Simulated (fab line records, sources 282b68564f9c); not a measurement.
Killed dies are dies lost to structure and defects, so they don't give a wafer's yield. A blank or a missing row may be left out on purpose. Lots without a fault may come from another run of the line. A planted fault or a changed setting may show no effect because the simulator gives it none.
fab line records | flow rit_cmos
record lots=6 wafers=18 last_day=7
route steps=202 shown SPACER@128 NSD@131 PSD@142 M1@202
lots that met no fault: from a run of the same line without faults
start_h: hours from the record's first day to the start of the lot's first wafer shown | wait_h: hours since the lot's step before | " the same as in the row above | L1.1+2: a row that stands for several wafers | - no value, or no start given | * or withheld: withheld | < > ~ a bound
route shown NAME@n: a module of which the file shows steps, and the number in the route of the first | usual: mean/standard deviation of fault-free wafers | same: alike in all rows | chamber/n: place in a boat | sites: the reading at each site | _std_site: their standard deviation | _edge_site: outer sites' mean less inner sites' | radius_mm: how far each site lies from the wafer's centre | mask NAME#n: copy n | behind: the tool/chamber that last shaped the wafer | hold: why the lot was held/for how many hours/how that ended | device: the transistor (n, p or np) that didn't switch | end of line: the same wafers' tests at the end of the route | a step without rows: its recipe alone | killed: dies lost to structure and defects at the first sort, not the wafer's yield | map: a wafer's dies, x killed, . not, _ none there
set.NAME: the setting as run; set.NAME@STEP: as run at that earlier step | model.NAME: the simulator's own value behind a step, which no gauge read
lots at some steps of the route; a table a step, a row a wafer
services: from which hour (start_h, from the record's first day; less than 0 if before it) a tool's chamber was out of use, for how many hours, and why
## steps
# step RIT_SPACER_CVD_03
# recipe material=Si3N4 target_thk_nm=250 temp_c=810 precursor=SiH2Cl2/NH3 time_s=3300 pressure_mtorr=300 sih2cl2_flow_sccm=60 nh3_flow_sccm=150
# step RIT_SPACER_THK_MEAS_04
# recipe reads=Si3N4_of_SPACER_CVD_03
# usual SPACER_NITRIDE_THK=249.9/2.1
# columns lot.wafer tool chamber start_h wait_h SPACER_NITRIDE_THK[nm]
L156.3 film_metro-02 - 50.58 0.0 250.3
L156.5 " - " " 250.0
L156.6 " - " " 251.2
L163.1 film_metro-02 - 92.50 0.0 247.6
L163.2 " - " " 246.6
L163.5 " - " " 248.3
L172.1 film_metro-02 - 137.65 0.0 249.6
L172.3 " - " " 249.1
L172.5 " - " " 250.3
L173.1 film_metro-02 - 141.16 0.0 250.3
L173.5 " - " " 250.6
L173.6 " - " " 248.6
L175.1 film_metro-04 - 149.13 0.0 250.2
L175.3 " - " " 248.9
L175.6 " - " " 249.6
L176.1 film_metro-02 - 153.43 0.0 251.1
L176.2 " - " " 252.6
L176.6 " - " " 250.9
# step RIT_SPACER_ETCHBACK_05
# recipe target_depth_a=2500 SF6_flow_sccm=30 CHF3_flow_sccm=30 target=Si3N4 chemistry=SF6/CHF3 pressure_mtorr=40 rf_w=250 time_s=240 stop_on=SiO2
# usual SF6_flow_sccm=30.00/0.084 drypump_motor_current_A=5.7/0.36 oes_product_au=0.842/0.012 throttle_valve_pct=10.30/0.14
# columns lot.wafer tool chamber start_h wait_h SF6_flow_sccm drypump_motor_current_A oes_product_au rf_hours_counter_h throttle_valve_pct
L156.3 rie_diel-03 0 50.62 0.0 29.95 5.8 0.841 103 10.33
L156.5 " 2 " " 30.03 5.1 0.851 - 10.57
L156.6 " 3 " " 30.07 5.3 0.849 - 10.25
L163.1 rie_diel-01 0 92.56 0.1 29.97 5.7 0.815 80 10.13
L163.2 " 3 " " 29.99 5.4 0.821 94 10.30
L163.5 " 2 " " 30.06 5.8 0.836 - 10.47
L172.1 rie_diel-03 0 137.71 0.1 29.98 5.9 0.840 105 10.32
L172.3 " 2 " " 30.04 5.0 0.842 43 10.56
L172.5 " 3 " " 30.03 5.4 0.842 - 10.27
L173.1 rie_diel-01 3 141.22 0.1 29.99 5.4 0.837 95 10.32
L173.5 " 2 " " 30.03 5.8 0.858 - 10.48
L173.6 " 0 " " 30.11 5.7 0.827 - 10.12
L175.1 rie_diel-04 1 149.19 0.1 30.04 6.0 0.845 24 10.16
L175.3 " 1 " " 30.02 5.9 0.842 - 10.18
L175.6 " 1 " " 30.04 5.9 0.839 - 10.16
L176.1 rie_diel-04 3 153.49 0.1 29.99 6.5 0.855 122 10.27
L176.2 " 1 " " 29.99 5.9 0.848 24 10.18
L176.6 " 3 " " 30.06 6.4 0.858 - 10.25
# step RIT_NSD_HMDS_00
# recipe prime_time_s=60 prime_temp_c=140
# step RIT_NSD_COAT_01
# recipe resist=NOVOLAK spin_rpm=3250 resist_thk_nm=1000
# step RIT_NSD_SOFTBAKE_02
# recipe resist=NOVOLAK temp_c=90 time_s=60
# step RIT_NSD_EXPOSE_03
# recipe mask_id=M9 na=0.57 target_cd_nm=40700 dose_mj=250
# step RIT_NSD_PEB_04
# recipe resist=NOVOLAK temp_c=withheld time_s=withheld
# step RIT_NSD_DEVELOP_05
# recipe resist=NOVOLAK develop_time_s=50 dev_temp_c=23
# step RIT_NSD_OVL_MEAS_06
# usual NSD_OVL=-0.4/1.1
# columns lot.wafer tool chamber start_h wait_h NSD_OVL[nm]
L156.3 overlay-01 - 51.85 - 0.4
L156.5 " - " " -1.0
L156.6 " - " " -0.2
L163.1 overlay-01 - 93.56 - -0.3
L163.2 " - " " -2.9
L163.5 " - " " -1.4
L172.1 overlay-01 - 138.71 - -0.9
L172.3 " - " " -0.2
L172.5 " - " " -2.1
L173.1 overlay-02 - 142.22 - 0.8
L173.5 " - " " 0.1
L173.6 " - " " 0.4
L175.1 overlay-01 - 150.29 - 0.3
L175.3 " - " " -0.1
L175.6 " - " " 0.3
L176.1 overlay-01 - 154.69 - -1.2
L176.2 " - " " -1.5
L176.6 " - " " -0.6
# step RIT_NSD_HARDBAKE_07
# recipe resist=NOVOLAK temp_c=140 time_s=60
# step RIT_NSD_IMPLANT_08
# recipe species=P energy_kev=25 dose_cm2=1e+15 tilt_deg=7
# step RIT_NSD_STRIP_09
# recipe chemistry=O2 time_s=180 resist=NOVOLAK platen_temp_c=withheld power_w=500 pressure_mtorr=4000 o2_flow_sccm=4000
# usual chamber_pressure_mTorr=4000/3.8 drypump_motor_current_A=5.7/0.49
# columns lot.wafer tool chamber start_h wait_h chamber_pressure_mTorr drypump_motor_current_A rf_hours_counter_h model.NOVOLAK_of_NSD_COAT_01.thk_nm
L156.3 plasma_asher-02 1 52.24 0.1 4010 5.1 - 0
L156.5 " 1 " " 3997 5.1 - 0
L156.6 " 0 " " 3999 6.1 - 0
L163.1 plasma_asher-02 0 93.90 0.1 4004 6.2 29 0
L163.2 " 1 " " 4000 5.1 29 0
L163.5 " 1 " " 4002 5.1 - 0
L172.1 plasma_asher-03 1 139.05 0.1 - - - 881.8
L172.3 " 1 " " - - - 884.8
L172.5 " 1 " " - - - 881.7
L173.1 plasma_asher-02 1 142.56 0.1 - - - 882.4
L173.5 " 0 " " - - - 882.4
L173.6 " 1 " " - - - 882.3
L175.1 plasma_asher-03 0 150.63 0.1 4000 5.1 52 0
L175.3 " 0 " " 4004 5.1 - 0
L175.6 " 1 " " 4001 6.1 - 0
L176.1 plasma_asher-03 0 155.03 0.1 3997 5.2 53 0
L176.2 " 1 " " 4004 6.1 53 0
L176.6 " 0 " " 4004 5.1 - 0
# step RIT_NSD_TW_MEAS_10
# usual NSD_TW=3134/23
# columns lot.wafer tool chamber start_h wait_h NSD_TW
L156.3 film_metro-04 - 52.37 0.1 3177
L156.5 " - " " 3178
L156.6 " - " " 3164
L163.1 film_metro-01 - 94.07 0.1 3113
L163.2 " - " " 3100
L163.5 " - " " 3117
L172.1 film_metro-03 - 139.22 0.1 3109
L172.3 " - " " 3123
L172.5 " - " " 3116
L173.1 film_metro-03 - 142.73 0.1 3108
L173.5 " - " " 3112
L173.6 " - " " 3116
L175.1 film_metro-03 - 150.80 0.1 3123
L175.3 " - " " 3112
L175.6 " - " " 3127
L176.1 film_metro-03 - 155.20 0.1 3129
L176.2 " - " " 3118
L176.6 " - " " 3108
# step RIT_PSD_HMDS_00
# recipe prime_time_s=60 prime_temp_c=140
# step RIT_PSD_COAT_01
# recipe resist=NOVOLAK spin_rpm=3250 resist_thk_nm=1000
# step RIT_PSD_SOFTBAKE_02
# recipe resist=NOVOLAK temp_c=90 time_s=60
# step RIT_PSD_EXPOSE_03
# recipe mask_id=M10 na=0.57 target_cd_nm=40900 dose_mj=250
# step RIT_PSD_PEB_04
# recipe resist=NOVOLAK temp_c=withheld time_s=withheld
# step RIT_PSD_DEVELOP_05
# recipe resist=NOVOLAK develop_time_s=50 dev_temp_c=23
# step RIT_PSD_OVL_MEAS_06
# usual PSD_OVL=-1.2/1.2
# columns lot.wafer tool chamber start_h wait_h PSD_OVL[nm]
L156.3 overlay-02 - 53.27 - -1.0
L156.5 " - " " -2.6
L156.6 " - " " -1.5
L163.1 overlay-02 - 94.98 - -3.4
L163.2 " - " " -2.3
L163.5 " - " " -1.5
L172.1 overlay-01 - 140.25 - 0.1
L172.3 " - " " 0.6
L172.5 " - " " 0.4
L173.1 overlay-02 - 143.64 - -1.0
L173.5 " - " " -2.8
L173.6 " - " " -2.4
L175.1 overlay-01 - 151.80 - 1.3
L175.3 " - " " -0.1
L175.6 " - " " -1.3
L176.1 overlay-01 - 156.11 - -1.1
L176.2 " - " " -0.4
L176.6 " - " " -0.3
# step RIT_PSD_HARDBAKE_07
# recipe resist=NOVOLAK temp_c=140 time_s=60
# step RIT_PSD_IMPLANT_08
# recipe species=BF2 energy_kev=27 dose_cm2=5e+15 tilt_deg=7
# step RIT_PSD_STRIP_09
# recipe chemistry=O2 time_s=180 resist=NOVOLAK platen_temp_c=withheld power_w=500 pressure_mtorr=4000 o2_flow_sccm=4000
# usual chamber_pressure_mTorr=4000/3.9 drypump_motor_current_A=5.6/0.45
# columns lot.wafer tool chamber start_h wait_h chamber_pressure_mTorr drypump_motor_current_A rf_hours_counter_h
L156.3 plasma_asher-03 0 53.66 0.1 3999 5.1 -
L156.5 " 0 " " 3995 5.1 -
L156.6 " 1 " " 3997 6.1 -
L163.1 plasma_asher-01 1 95.32 0.1 4003 5.9 44
L163.2 " 0 " " 3999 5.5 44
L163.5 " 0 " " 3998 5.6 -
L172.1 plasma_asher-03 1 140.59 0.1 3993 6.1 51
L172.3 " 0 " " 3996 5.1 -
L172.5 " 0 " " 3998 5.1 -
L173.1 plasma_asher-03 0 143.98 0.1 4003 5.1 51
L173.5 " 1 " " 3997 6.1 -
L173.6 " 0 " " 4002 5.1 -
L175.1 plasma_asher-03 1 152.17 0.1 3999 6.1 52
L175.3 " 1 " " 4000 6.1 -
L175.6 " 1 " " 4001 6.1 -
L176.1 plasma_asher-01 1 156.45 0.1 3998 5.9 52
L176.2 " 0 " " 4002 5.6 52
L176.6 " 0 " " 4007 5.6 -
# step RIT_PSD_TW_MEAS_10
# usual PSD_TW=3446/26
# columns lot.wafer tool chamber start_h wait_h hold PSD_TW
L156.3 film_metro-04 - 53.79 0.1 - 3489
L156.5 " - " " - 3498
L156.6 " - " " - 3494
L163.1 film_metro-04 - 95.49 0.1 - 3466
L163.2 " - " " - 3478
L163.5 " - " " - 3466
L172.1 film_metro-01 - 140.77 0.1 await_dispo/0.2h/release 30
L172.3 " - " " await_dispo/0.2h/release 30
L172.5 " - " " await_dispo/0.2h/release 30
L172.1 film_metro-01 - 140.99 0.2 - 30
L172.3 " - " " - 30
L172.5 " - " " - 30
L173.1 film_metro-01 - 144.15 0.1 await_dispo/0.2h/release 30
L173.5 " - " " await_dispo/0.2h/release 30
L173.6 " - " " await_dispo/0.2h/release 30
L173.1 film_metro-01 - 144.38 0.2 - 30
L173.5 " - " " - 30
L173.6 " - " " - 30
L175.1 film_metro-03 - 152.34 0.1 - 3398
L175.3 " - " " - 3404
L175.6 " - " " - 3421
L176.1 film_metro-04 - 156.62 0.1 - 3472
L176.2 " - " " - 3458
L176.6 " - " " - 3470
# step RIT_M1_PROBE_99
# usual defect_limited_yield=97.5/1.2 killed_at_front_end=7/3 killed_dies=7/3.1 killed_on_rim=1.9/1.5 killed_open=3.3/2.1 killed_short=3.3/2 sort_bin_3_pad_short=0.1/0.22 sort_bin_5_function=1.4/0.8 sort_bin_6_memory=1.0/0.65 sort_n_pass=257/3.1 sort_yield_pct=97.5/1.2
# same gross_dies=264 killed_at_M0_to_M3=0 killed_at_M4_up=0 killed_at_back_side=0 killed_at_contacts=0 killed_at_other=0
# columns lot.wafer tool chamber start_h wait_h defect_limited_yield[%] killed_at_front_end killed_dies killed_on_rim killed_open killed_short sort_bin_3_pad_short[%] sort_bin_5_function[%] sort_bin_6_memory[%] sort_n_pass sort_yield_pct[%]
L156.3 prober-01 - 62.26 0.2 97.0 8 8 1 4 4 0 1.5 1.5 256 97.0
L156.5 prober-01 - 62.36 0.2 99.2 2 2 1 2 0 0 0.4 0.4 262 99.2
L156.6 prober-01 - 62.41 0.2 98.5 4 4 1 1 3 0.4 0.4 0.8 260 98.5
L163.1 prober-02 - 106.38 0.1 96.6 9 9 5 4 5 0.4 1.9 1.1 255 96.6
L163.2 prober-02 - 106.43 0.1 96.2 10 10 2 4 6 0 2.3 1.5 254 96.2
L163.5 prober-02 - 106.58 0.2 99.2 2 2 2 2 0 0 0.8 0 262 99.2
L175.1 prober-02 - 165.05 0.1 97.3 7 7 3 3 4 0 1.9 0.8 257 97.3
L175.3 prober-02 - 165.15 0.2 98.1 5 5 0 2 3 0.4 1.1 0.4 259 98.1
L175.6 prober-02 - 165.30 0.2 99.2 2 2 1 1 1 0 0.4 0.4 262 99.2
L176.1 prober-01 - 165.05 0.1 98.1 5 5 2 2 3 0 1.5 0.4 259 98.1
L176.2 prober-01 - 165.10 0.1 98.5 4 4 0 2 2 0.4 0.4 0.8 260 98.5
L176.6 prober-01 - 165.30 0.2 97.7 6 6 3 4 2 0 0.8 1.5 258 97.7
# killed by level:class
L156.3 FOX2:geometric_particle:short=2 FOX2:geometric_particle:open=2 GATE:geometric_particle:open=1 SPACER:geometric_particle:short=1 SILICIDE:geometric_particle:short=1 SILICIDE:geometric_particle:open=1
L156.5 ACTIVE:geometric_particle:open=1 SILICIDE:geometric_particle:open=1
L156.6 FOX2:geometric_particle:short=1 GATE:geometric_particle:short=1 GATE:geometric_particle:open=1 REOX:geometric_particle:short=1
L163.1 GATE:geometric_particle:open=3 GATE:geometric_particle:short=3 SPACER:geometric_particle:short=2 REOX:geometric_particle:open=1
L163.2 SILICIDE:geometric_particle:short=3 GATE:geometric_particle:open=2 GATE:geometric_particle:short=1 REOX:geometric_particle:short=1 SPACER:geometric_particle:open=1 SPACER:geometric_particle:short=1 SILICIDE:geometric_particle:open=1
L163.5 GATE:geometric_particle:open=1 SPACER:geometric_particle:open=1
L175.1 REOX:geometric_particle:short=3 GATE:geometric_particle:open=2 GATE:geometric_particle:short=1 REOX:geometric_particle:open=1
L176.1 FOX1:geometric_particle:open=2 SPACER:geometric_particle:short=2 SILICIDE:geometric_particle:short=1
L176.2 FOX1:geometric_particle:open=1 FOX1:geometric_particle:short=1 GATE:geometric_particle:open=1 SPACER:geometric_particle:short=1
L175.3 REOX:geometric_particle:short=2 FOX1:geometric_particle:open=1 FOX2:geometric_particle:open=1 GATE:geometric_particle:short=1
L175.6 GATE:geometric_particle:short=1 GATE:geometric_particle:open=1
L176.6 FOX1:geometric_particle:open=3 SILICIDE:geometric_particle:short=2 SILICIDE:geometric_particle:open=1
## services
# columns tool chamber start_h hours kind
rie_diel-03 - 43.61 0.3 repair
rie_diel-04 - 44.32 1.1 repair
rie_diel-03 2 51.61 5.6 repair
rie_diel-01 3 55.12 1.8 repair
rie_diel-04 1 72.82 5.1 repair
rie_diel-03 3 79.51 4.0 repair
plasma_asher-03 - 86.78 4.0 pm
rie_diel-03 - 102.42 0.3 repair
rie_diel-04 0 134.61 20.5 repair
rie_diel-01 1 135.40 - clean
rie_diel-01 1 135.40 14.6 scheduled_down
rie_diel-01 1 135.40 14.6 vent_cycle
rie_diel-04 2 147.52 5.1 repair
## key
first_sign step=RIT_NSD_STRIP_09 reading=tool_record direction=missing
effect step=RIT_PSD_TW_MEAS_10 reading=visit direction=added
effect step=RIT_PSD_TW_MEAS_10 reading=PSD_TW direction=down sigmas=99+ usual=3446 struck=30
model_effect step=RIT_NSD_STRIP_09 value=NOVOLAK_of_NSD_COAT_01.thk_nm without=0 struck=882.6
met_at RIT_NSD_STRIP_09
struck_wafers L172.1,L172.3,L172.5,L173.1,L173.5,L173.6
scrapped_behind RIT_PSD_TW_MEAS_10 L172.1,L172.3,L172.5,L173.1,L173.5,L173.6
onset_between 93.90 139.05
fault kind=skipped_step_whole tool=plasma_asher-02,plasma_asher-03 chamber=- onset_h=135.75 steps=RIT_NSD_STRIP_09 scope=struck_lots_only
